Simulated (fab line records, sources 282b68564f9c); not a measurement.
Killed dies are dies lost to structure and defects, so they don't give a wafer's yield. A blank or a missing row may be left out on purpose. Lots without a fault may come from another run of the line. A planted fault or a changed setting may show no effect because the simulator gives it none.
fab line records | flow rit_cmos
record lots=15 wafers=45 last_day=8
route steps=202 shown ACTIVE@1 PWELL@48 NRETRO@63 PRETRO@74 PLDD@120
lots that met no fault: from a run of the same line without faults
start_h: hours from the record's first day to the start of the lot's first wafer shown | wait_h: hours since the lot's step before | " the same as in the row above | L1.1+2: a row that stands for several wafers | - no value, or no start given | * or withheld: withheld | < > ~ a bound
route shown NAME@n: a module of which the file shows steps, and the number in the route of the first | usual: mean/standard deviation of fault-free wafers | same: alike in all rows | chamber/n: place in a boat | sites: the reading at each site | _std_site: their standard deviation | _edge_site: outer sites' mean less inner sites' | radius_mm: how far each site lies from the wafer's centre | mask NAME#n: copy n | behind: the tool/chamber that last shaped the wafer | hold: why the lot was held/for how many hours/how that ended | device: the transistor (n, p or np) that didn't switch | end of line: the same wafers' tests at the end of the route | a step without rows: its recipe alone | killed: dies lost to structure and defects at the first sort, not the wafer's yield | map: a wafer's dies, x killed, . not, _ none there
set.NAME: the setting as run; set.NAME@STEP: as run at that earlier step | model.NAME: the simulator's own value behind a step, which no gauge read
steps of the route over a sample of lots; a table a step, a row a wafer
services: from which hour (start_h, from the record's first day; less than 0 if before it) a tool's chamber was out of use, for how many hours, and why
## steps
# step RIT_ACTIVE_BOW_MEAS_00
# recipe mode=bow
# usual INCOMING_BOW=-1/6.2
# columns lot.wafer tool chamber start_h wait_h INCOMING_BOW[um]
L626.3 film_metro-04 - 10.04 - -10
L626.5 " - " " -16
L626.6 " - " " 4
L628.1 film_metro-04 - 20.00 - -5
L628.2 " - " " -4
L628.5 " - " " 10
L629.3 film_metro-02 - 25.04 - 0
L629.4 " - " " -9
L629.6 " - " " 2
L630.2 film_metro-02 - 30.02 - 4
L630.5 " - " " -6
L630.6 " - " " 4
L632.1 film_metro-02 - 40.00 - 9
L632.2 " - " " -10
L632.6 " - " " -15
L633.1 film_metro-02 - 45.00 - 9
L633.3 " - " " -2
L633.5 " - " " -11
L634.2 film_metro-02 - 50.02 - -4
L634.4 " - " " 10
L634.5 " - " " 6
L637.2 film_metro-02 - 65.02 - -5
L637.3 " - " " 4
L637.4 " - " " 2
L641.1 film_metro-04 - 85.00 - -11
L641.3 " - " " -4
L641.5 " - " " -13
L642.1 film_metro-02 - 90.00 - 3
L642.3 " - " " 12
L642.6 " - " " 8
L643.2 film_metro-01 - 95.02 - -6
L643.3 " - " " 11
L643.5 " - " " 3
L645.2 film_metro-01 - 105.02 - 3
L645.4 " - " " -1
L645.5 " - " " -10
L646.1 film_metro-01 - 110.00 - -2
L646.5 " - " " -10
L646.6 " - " " 1
L647.2 film_metro-04 - 115.02 - 9
L647.3 " - " " 0
L647.4 " - " " -1
L648.1 film_metro-02 - 120.00 - 10
L648.2 " - " " -2
L648.3 " - " " 4
# step RIT_PWELL_STRIP_09
# recipe chemistry=O2 time_s=180 resist=NOVOLAK platen_temp_c=withheld power_w=500 pressure_mtorr=4000 o2_flow_sccm=4000
# usual chamber_pressure_mTorr=4001/3.7 drypump_motor_current_A=6.0/0.65
# columns lot.wafer tool chamber start_h wait_h chamber_pressure_mTorr drypump_motor_current_A rf_hours_counter_h
L626.3 plasma_asher-01 0 30.36 0.1 4003 6.7 -
L626.5 " 0 " " 3999 6.8 -
L626.6 " 1 " " 3994 5.7 -
L628.1 plasma_asher-01 1 38.77 0.1 3999 5.8 24
L628.2 " 0 " " 4002 6.7 24
L628.5 " 0 " " 3996 6.8 -
L629.3 plasma_asher-04 1 43.20 0.1 4004 5.0 -
L629.4 " 0 " " 4004 6.6 -
L629.6 " 1 " " 3996 5.0 -
L630.2 plasma_asher-01 0 45.50 0.1 3999 6.8 24
L630.5 " 1 " " 4002 5.7 -
L630.6 " 0 " " 4000 6.8 -
L632.1 plasma_asher-04 1 58.95 0.1 4005 5.0 40
L632.2 " 0 " " 3999 6.6 40
L632.6 " 1 " " 4002 5.0 -
L633.1 plasma_asher-01 0 61.08 0.1 4000 6.7 27
L633.3 " 1 " " 4004 5.8 -
L633.5 " 0 " " 3998 6.8 -
L634.2 plasma_asher-01 0 65.45 0.2 4002 6.7 27
L634.4 " 1 " " 3999 5.8 -
L634.5 " 0 " " 3998 6.7 -
L637.2 plasma_asher-04 0 85.87 0.1 3995 6.6 43
L637.3 " 1 " " 4002 5.0 -
L637.4 " 0 " " 4004 6.6 -
L641.1 plasma_asher-01 0 109.47 0.1 - - -
L641.3 " 1 " " - - -
L641.5 " 1 " " - - -
L642.1 plasma_asher-04 1 114.12 0.1 - - -
L642.3 " 1 " " - - -
L642.6 " 0 " " - - -
L643.2 plasma_asher-03 1 123.47 0.1 - - -
L643.3 " 1 " " - - -
L643.5 " 0 " " - - -
L645.2 plasma_asher-04 0 132.86 0.1 4003 6.6 47
L645.4 " 1 " " 3998 5.0 -
L645.5 " 0 " " 4006 6.6 -
L646.1 plasma_asher-03 1 134.13 0.1 4003 5.5 2
L646.5 " 1 " " 4000 5.5 -
L646.6 " 0 " " 4003 5.9 -
L647.2 plasma_asher-04 0 139.79 0.1 3998 6.5 48
L647.3 " 0 " " 3999 6.6 -
L647.4 " 1 " " 3999 5.0 -
L648.1 plasma_asher-01 0 140.02 0.1 4004 6.8 34
L648.2 " 1 " " 3993 5.8 34
L648.3 " 0 " " 3998 6.8 -
# step RIT_WELLDRIVE_RS_MEAS_02
# recipe thk_meas_gauge=four-point-probe
# usual PWELL_RS=429.5/1.1
# columns lot.wafer tool chamber start_h wait_h PWELL_RS[ohm/sq]
L626.3 film_metro-03 - 36.78 0.1 429.8
L626.5 " - " " 430.2
L626.6 " - " " 431.0
L628.1 film_metro-03 - 44.78 0.1 428.6
L628.2 " - " " 428.7
L628.5 " - " " 427.0
L629.3 film_metro-03 - 48.62 0.1 430.6
L629.4 " - " " 429.1
L629.6 " - " " 429.6
L630.2 film_metro-01 - 53.46 0.1 427.4
L630.5 " - " " 427.7
L630.6 " - " " 428.0
L632.1 film_metro-01 - 65.17 0.1 431.4
L632.2 " - " " 430.4
L632.6 " - " " 431.5
L633.1 film_metro-03 - 68.52 0.1 430.2
L633.3 " - " " 430.9
L633.5 " - " " 431.5
L634.2 film_metro-03 - 73.62 0.1 429.4
L634.4 " - " " 430.5
L634.5 " - " " 431.4
L637.2 film_metro-01 - 94.41 0.1 429.8
L637.3 " - " " 429.8
L637.4 " - " " 430.2
L641.1 film_metro-03 - 118.12 0.1 429.7
L641.3 " - " " 430.6
L641.5 " - " " 430.0
L642.1 film_metro-01 - 123.76 0.1 429.2
L642.3 " - " " 429.9
L642.6 " - " " 429.6
L643.2 film_metro-01 - 131.67 0.1 429.5
L643.3 " - " " 428.8
L643.5 " - " " 429.2
L646.1 film_metro-04 - 139.87 0.1 429.5
L646.5 " - " " 428.5
L646.6 " - " " 430.5
L645.2 film_metro-01 - 139.89 0.1 428.2
L645.4 " - " " 429.6
L645.5 " - " " 429.9
L647.2 film_metro-03 - 145.25 0.1 429.8
L647.3 " - " " 430.2
L647.4 " - " " 429.5
L648.1 film_metro-01 - 145.49 0.1 427.7
L648.2 " - " " 429.0
L648.3 " - " " 429.5
# step RIT_NRETRO_TW_MEAS_10
# usual NRETRO_TW=1065/5.6
# columns lot.wafer tool chamber start_h wait_h NRETRO_TW
L626.3 film_metro-01 - 38.38 0.1 1062
L626.5 " - " " 1070
L626.6 " - " " 1063
L628.1 film_metro-02 - 46.55 0.1 1058
L628.2 " - " " 1065
L628.5 " - " " 1065
L629.3 film_metro-04 - 50.54 0.1 1065
L629.4 " - " " 1070
L629.6 " - " " 1074
L630.2 film_metro-02 - 55.06 0.1 1064
L630.5 " - " " 1062
L630.6 " - " " 1061
L632.1 film_metro-01 - 66.92 0.1 1062
L632.2 " - " " 1062
L632.6 " - " " 1063
L633.1 film_metro-01 - 70.23 0.1 1060
L633.3 " - " " 1059
L633.5 " - " " 1061
L634.2 film_metro-04 - 75.22 0.1 1075
L634.4 " - " " 1074
L634.5 " - " " 1074
L637.2 film_metro-02 - 96.13 0.1 1064
L637.3 " - " " 1064
L637.4 " - " " 1061
L641.1 film_metro-01 - 119.85 0.1 30
L641.3 " - " " 30
L641.5 " - " " 30
L642.1 film_metro-01 - 125.50 0.1 30
L642.3 " - " " 30
L642.6 " - " " 30
L643.2 film_metro-02 - 133.52 0.1 30
L643.3 " - " " 30
L643.5 " - " " 30
L645.2 film_metro-02 - 141.74 0.1 1064
L645.4 " - " " 1069
L645.5 " - " " 1070
L646.1 film_metro-01 - 141.97 0.1 1074
L646.5 " - " " 1072
L646.6 " - " " 1074
L647.2 film_metro-01 - 146.99 0.2 1060
L647.3 " - " " 1056
L647.4 " - " " 1063
L648.1 film_metro-01 - 147.11 0.1 1065
L648.2 " - " " 1068
L648.3 " - " " 1060
# step RIT_PRETRO_TW_MEAS_10
# usual PRETRO_TW=478.8/2.6
# columns lot.wafer tool chamber start_h wait_h PRETRO_TW
L626.3 film_metro-04 - 39.93 0.1 483.8
L626.5 " - " " 482.9
L626.6 " - " " 482.1
L628.1 film_metro-04 - 48.22 0.1 478.4
L628.2 " - " " 476.7
L628.5 " - " " 479.4
L629.3 film_metro-02 - 52.44 0.1 475.2
L629.4 " - " " 475.8
L629.6 " - " " 479.0
L630.2 film_metro-03 - 56.75 0.1 482.1
L630.5 " - " " 480.4
L630.6 " - " " 474.5
L632.1 film_metro-02 - 68.47 0.1 475.5
L632.2 " - " " 476.6
L632.6 " - " " 473.9
L633.1 film_metro-03 - 71.91 0.1 482.7
L633.3 " - " " 483.7
L633.5 " - " " 481.7
L634.2 film_metro-03 - 76.77 0.1 481.0
L634.4 " - " " 482.9
L634.5 " - " " 480.8
L637.2 film_metro-02 - 97.92 0.1 475.1
L637.3 " - " " 474.7
L637.4 " - " " 475.5
L641.1 film_metro-02 - 121.40 0.1 30.2
L641.3 " - " " 30.3
L641.5 " - " " 30.1
L642.1 film_metro-03 - 127.05 0.1 30.2
L642.3 " - " " 30.2
L642.6 " - " " 30.3
L643.2 film_metro-03 - 135.07 0.1 30.0
L643.3 " - " " 30.1
L643.5 " - " " 30.1
L645.2 film_metro-02 - 143.44 0.1 479.4
L645.4 " - " " 478.9
L645.5 " - " " 477.7
L646.1 film_metro-03 - 143.76 0.1 479.5
L646.5 " - " " 476.8
L646.6 " - " " 478.3
L647.2 film_metro-03 - 148.88 0.1 475.7
L647.3 " - " " 473.5
L647.4 " - " " 476.4
L648.1 film_metro-04 - 149.06 0.1 480.5
L648.2 " - " " 480.9
L648.3 " - " " 480.2
# step RIT_PLDD_OVL_MEAS_06
# usual PLDD_OVL=-0.5/1.6
# columns lot.wafer tool chamber start_h wait_h PLDD_OVL[nm]
L626.3 overlay-02 - 53.57 - -1.8
L626.5 " - " " -1.5
L626.6 " - " " -1.0
L628.1 overlay-02 - 63.52 - 1.1
L628.2 " - " " -0.3
L628.5 " - " " -0.1
L629.3 overlay-01 - 66.01 - -1.6
L629.4 " - " " -0.1
L629.6 " - " " 0.5
L630.2 overlay-02 - 72.93 - 0.0
L630.5 " - " " 2.2
L630.6 " - " " -0.4
L632.1 overlay-01 - 91.64 - 0.3
L632.2 " - " " -0.7
L632.6 " - " " -1.1
L633.1 overlay-02 - 91.88 - 2.1
L633.3 " - " " 2.1
L633.5 " - " " 1.5
L634.2 overlay-02 - 96.54 - -2.7
L634.4 " - " " -3.5
L634.5 " - " " -1.4
L637.2 overlay-02 - 121.21 - -0.2
L637.3 " - " " -0.6
L637.4 " - " " -0.8
L641.1 overlay-01 - 142.37 - -3.4
L641.3 " - " " -1.9
L641.5 " - " " -1.8
L642.1 overlay-01 - 150.27 - -2.7
L642.3 " - " " -1.0
L642.6 " - " " -2.7
L643.2 overlay-01 - 150.93 - -3.6
L643.3 " - " " -0.6
L643.5 " - " " -3.3
L646.1 overlay-01 - 160.10 - 1.4
L646.5 " - " " -1.1
L646.6 " - " " -0.4
L645.2 overlay-01 - 162.75 - -0.9
L645.4 " - " " -0.1
L645.5 " - " " -0.7
L647.2 overlay-02 - 163.03 - 3.8
L647.3 " - " " 2.0
L647.4 " - " " 2.8
L648.1 overlay-02 - 163.31 - -0.2
L648.2 " - " " -2.5
L648.3 " - " " -0.3
## services
# columns tool chamber start_h hours kind
plasma_asher-04 - 26.60 9.4 pm
plasma_asher-03 - 67.92 1.6 repair
plasma_asher-03 - 108.75 9.0 pm
plasma_asher-03 0 108.75 9.0 vent_cycle
plasma_asher-03 1 108.75 9.0 vent_cycle
plasma_asher-03 0 117.75 - clean
plasma_asher-03 1 117.75 - clean
plasma_asher-04 - 125.04 1.7 repair
plasma_asher-01 - 132.82 4.3 pm
## key
first_sign step=RIT_PWELL_STRIP_09 reading=tool_record direction=missing
effect step=RIT_NRETRO_TW_MEAS_10 reading=NRETRO_TW direction=down sigmas=99+ usual=1065 struck=30
effect step=RIT_PRETRO_TW_MEAS_10 reading=PRETRO_TW direction=down sigmas=99+ usual=478.8 struck=30.2
met_at RIT_PWELL_STRIP_09
struck_lots L641,L642,L643
sort_left_out L641.1,L641.3,L641.5,L642.1,L642.3,L642.6,L643.2,L643.3,L643.5
tester_left_out L641,L642,L643
not_acting_at RIT_ACTIVE_BOW_MEAS_00,RIT_WELLDRIVE_RS_MEAS_02,RIT_PLDD_OVL_MEAS_06
onset_between 85.87 109.47
fault kind=skipped_step_whole tool=plasma_asher-01,plasma_asher-03,plasma_asher-04 chamber=- onset_h=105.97 steps=RIT_PWELL_STRIP_09 scope=struck_lots_only
# tester_left_out: of these lots the tester's yield and bins aren't shown, on N5 and GAA mostly nor the transistor test; their killed dies are dies lost to structure and defects alone, not to doping, threshold or leakage, so they don't give the yield
# sort_left_out: the simulated sort isn't trusted on such a fault, so these wafers' sort isn't shown, and their yield isn't known
